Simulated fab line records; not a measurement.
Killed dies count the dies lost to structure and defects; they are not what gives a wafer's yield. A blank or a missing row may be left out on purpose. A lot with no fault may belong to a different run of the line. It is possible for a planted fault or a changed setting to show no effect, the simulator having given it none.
Which tool did it? :: flow ritCmos :: Sampling: 15 lots, 45 wafers, 4 of 202 route steps

== WHAT THE GAUGES SHOWED, per wafer ==
RIT_PLDD_TW_MEAS_10.
lot: L341
measured: day 2 22:23
on: filmMetro-02
PLDD_TW: 2356 2356 2351

lot: L342
measured: day 3 00:28
on: filmMetro-03
PLDD_TW: 2387 2367 2371

lot: L343
measured: day 3 07:11
on: filmMetro-01
PLDD_TW: 2339 2340 2339

lot: L344
measured: day 3 10:37
on: filmMetro-02
PLDD_TW: 2345 2352 2352

lot: L345
measured: day 3 16:59
on: filmMetro-02
PLDD_TW: 2349 2346 2359

lot: L346
measured: day 3 21:04
on: filmMetro-03
PLDD_TW: 2359 2367 2364

lot: L347
measured: day 4 00:39
on: filmMetro-03
PLDD_TW: 2380 2383 2354

lot: L348
measured: day 4 07:15
on: filmMetro-02
PLDD_TW: 2362 2379 2364

lot: L351
measured: day 4 21:08
on: filmMetro-03
PLDD_TW: 2360 2353 2365

lot: L352
measured: day 5 02:23
on: filmMetro-01
PLDD_TW: 30 30 30 30 30 30

lot: L353
measured: day 5 06:43
on: filmMetro-03
PLDD_TW: 30 30 30 30 30 30

lot: L354
measured: day 5 13:10
on: filmMetro-02
PLDD_TW: 30 30 30 30 30 30

lot: L359
measured: day 6 13:44
on: filmMetro-03
PLDD_TW: 2362 2356 2360

lot: L360
measured: day 6 19:43
on: filmMetro-01
PLDD_TW: 2348 2343 2343

lot: L361
measured: day 7 00:45
on: filmMetro-02
PLDD_TW: 2365 2356 2367

RIT_SDANNEAL_RS_MEAS_05: the measuring method here is four-point-probe.
lot: L341
measured: day 3 04:38
on: filmMetro-02
NSD_RS (ohm/sq): 84.68 84.69 84.44

lot: L342
measured: day 3 06:31
on: filmMetro-02
NSD_RS (ohm/sq): 84.28 84.49 84.65

lot: L343
measured: day 3 13:08
on: filmMetro-02
NSD_RS (ohm/sq): 84.41 84.69 84.37

lot: L344
measured: day 3 16:35
on: filmMetro-03
NSD_RS (ohm/sq): 84.29 84.64 84.56

lot: L345
measured: day 3 23:22
on: filmMetro-02
NSD_RS (ohm/sq): 84.45 84.45 84.50

lot: L346
measured: day 4 03:02
on: filmMetro-01
NSD_RS (ohm/sq): 84.78 84.66 84.34

lot: L347
measured: day 4 06:41
on: filmMetro-01
NSD_RS (ohm/sq): 84.59 84.97 84.79

lot: L348
measured: day 4 13:15
on: filmMetro-02
NSD_RS (ohm/sq): 84.91 84.73 84.45

lot: L351
measured: day 5 04:11
on: filmMetro-03
NSD_RS (ohm/sq): 84.70 84.32 84.26

lot: L359
measured: day 6 19:49
on: filmMetro-03
NSD_RS (ohm/sq): 84.01 83.85 83.92

lot: L360
measured: day 7 01:52
on: filmMetro-01
NSD_RS (ohm/sq): 84.75 84.64 84.75

lot: L361
measured: day 7 06:58
on: filmMetro-03
NSD_RS (ohm/sq): 84.49 84.71 84.59

== WHICH TOOL RAN EACH LOT (tool, then ch and the chambers of the sampled wafers, then the start) ==
lot: L341
RIT_PLDD_DEVELOP_05: lithoTrack-04 ch 0, day 2 21:00
RIT_SDANNEAL_RTA_03: rtpAnneal-02 ch 0, day 3 04:26

lot: L342
RIT_PLDD_DEVELOP_05: lithoTrack-02 ch 0, day 2 23:00
RIT_SDANNEAL_RTA_03: rtpAnneal-01 ch 0, day 3 06:21

lot: L343
RIT_PLDD_DEVELOP_05: lithoTrack-02 ch 0, day 3 06:00
RIT_SDANNEAL_RTA_03: rtpAnneal-02 ch 0, day 3 12:58

lot: L344
RIT_PLDD_DEVELOP_05: lithoTrack-04 ch 0, day 3 09:00
RIT_SDANNEAL_RTA_03: rtpAnneal-01 ch 0, day 3 16:25

lot: L345
RIT_PLDD_DEVELOP_05: lithoTrack-01 ch 0, day 3 16:00
RIT_SDANNEAL_RTA_03: rtpAnneal-02 ch 0, day 3 23:11

lot: L346
RIT_PLDD_DEVELOP_05: lithoTrack-02 ch 0, day 3 20:00
RIT_SDANNEAL_RTA_03: rtpAnneal-01 ch 0, day 4 02:51

lot: L347
RIT_PLDD_DEVELOP_05: lithoTrack-02 ch 0, day 4 00:00
RIT_SDANNEAL_RTA_03: rtpAnneal-02 ch 0, day 4 06:30

lot: L348
RIT_PLDD_DEVELOP_05: lithoTrack-01 ch 0, day 4 06:00
RIT_SDANNEAL_RTA_03: rtpAnneal-01 ch 0, day 4 13:03

lot: L351
RIT_PLDD_DEVELOP_05: lithoTrack-02 ch 0, day 4 20:00
RIT_SDANNEAL_RTA_03: rtpAnneal-02 ch 0, day 5 04:01

lot: L352
RIT_PLDD_DEVELOP_05: lithoTrack-02 ch 0, day 5 01:00
RIT_SDANNEAL_RTA_03: -

lot: L353
RIT_PLDD_DEVELOP_05: lithoTrack-02 ch 0, day 5 06:00
RIT_SDANNEAL_RTA_03: -

lot: L354
RIT_PLDD_DEVELOP_05: lithoTrack-02 ch 0, day 5 12:00
RIT_SDANNEAL_RTA_03: -

lot: L359
RIT_PLDD_DEVELOP_05: lithoTrack-01 ch 0, day 6 13:00
RIT_SDANNEAL_RTA_03: rtpAnneal-02 ch 0, day 6 19:37

lot: L360
RIT_PLDD_DEVELOP_05: lithoTrack-04 ch 0, day 6 19:00
RIT_SDANNEAL_RTA_03: rtpAnneal-01 ch 0, day 7 01:40

lot: L361
RIT_PLDD_DEVELOP_05: lithoTrack-01 ch 0, day 7 00:00
RIT_SDANNEAL_RTA_03: rtpAnneal-02 ch 0, day 7 06:47
- RIT_PLDD_DEVELOP_05: develop time 50 s.
- RIT_SDANNEAL_RTA_03: time 5 s.

== AS READ BY THE TOOLS THEMSELVES (means over the sampled wafers that have a number; for cases with no such wafer, the mark the record gives instead) ==
RIT_SDANNEAL_RTA_03.
lot: L341
tool: rtpAnneal-02
wafer_temp_C_max: 1054.2

lot: L342
tool: rtpAnneal-01
wafer_temp_C_max: 1053.3

lot: L343
tool: rtpAnneal-02
wafer_temp_C_max: 1053.9

lot: L344
tool: rtpAnneal-01
wafer_temp_C_max: 1053.5

lot: L345
tool: rtpAnneal-02
wafer_temp_C_max: 1054.1

lot: L346
tool: rtpAnneal-01
wafer_temp_C_max: 1053.7

lot: L347
tool: rtpAnneal-02
wafer_temp_C_max: 1054.6

lot: L348
tool: rtpAnneal-01
wafer_temp_C_max: 1053.1

lot: L351
tool: rtpAnneal-02
wafer_temp_C_max: 1053.2

lot: L359
tool: rtpAnneal-02
wafer_temp_C_max: 1053.4

lot: L360
tool: rtpAnneal-01
wafer_temp_C_max: 1052.7

lot: L361
tool: rtpAnneal-02
wafer_temp_C_max: 1054.4

== THE ANSWER, worked out from the rows above alone ==
Rule: the lots themselves supply what counts as usual. Put in order of their means at a reading, lots are off if they are a third of the lots or fewer, leave a main group of 4 or more, and stand apart from it by a gap of 3 or more times the standard deviation of the main group's means; of several such gaps the widest counts. A main group whose means are all the same, to the digits that the tables above print for the reading, isn't used. A lot without any number at a reading at which 4 lots or more have one is off too. Where the step has rows for the other lots, those lots are counted as sound. First the gauges in route order, then the tools' own readings, where a lot's mean is used as printed above. At the first step where some lot is off, the reading lying furthest off is the one used; lots without a number count as furthest.
Off: L352, L353, L354, seen at RIT_PLDD_TW_MEAS_10 (PLDD_TW). For the main group the mean is 2358 and the standard deviation 10.
A tool fits if, at a process step before that reading, it ran every lot that is off, and no sound lot after the first of them. Gauges at RIT_PLDD_TW_MEAS_10: tried the same way as those tools. One candidate fits, namely lithoTrack-02 at RIT_PLDD_DEVELOP_05. Its last sound lot is L351 (day 4 20:00), its first lot that is off L352 (day 5 01:00): a fault that began between those two fits.

== WHAT THE SIMULATOR PUT IN ==
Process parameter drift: lithoTrack-02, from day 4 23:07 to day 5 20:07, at RIT_PLDD_DEVELOP_05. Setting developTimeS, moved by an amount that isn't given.
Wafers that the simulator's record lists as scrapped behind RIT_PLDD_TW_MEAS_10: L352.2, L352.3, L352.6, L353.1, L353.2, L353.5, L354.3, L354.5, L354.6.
Shown lots that were struck: L352, L353, L354. This agrees with what the rule above found.
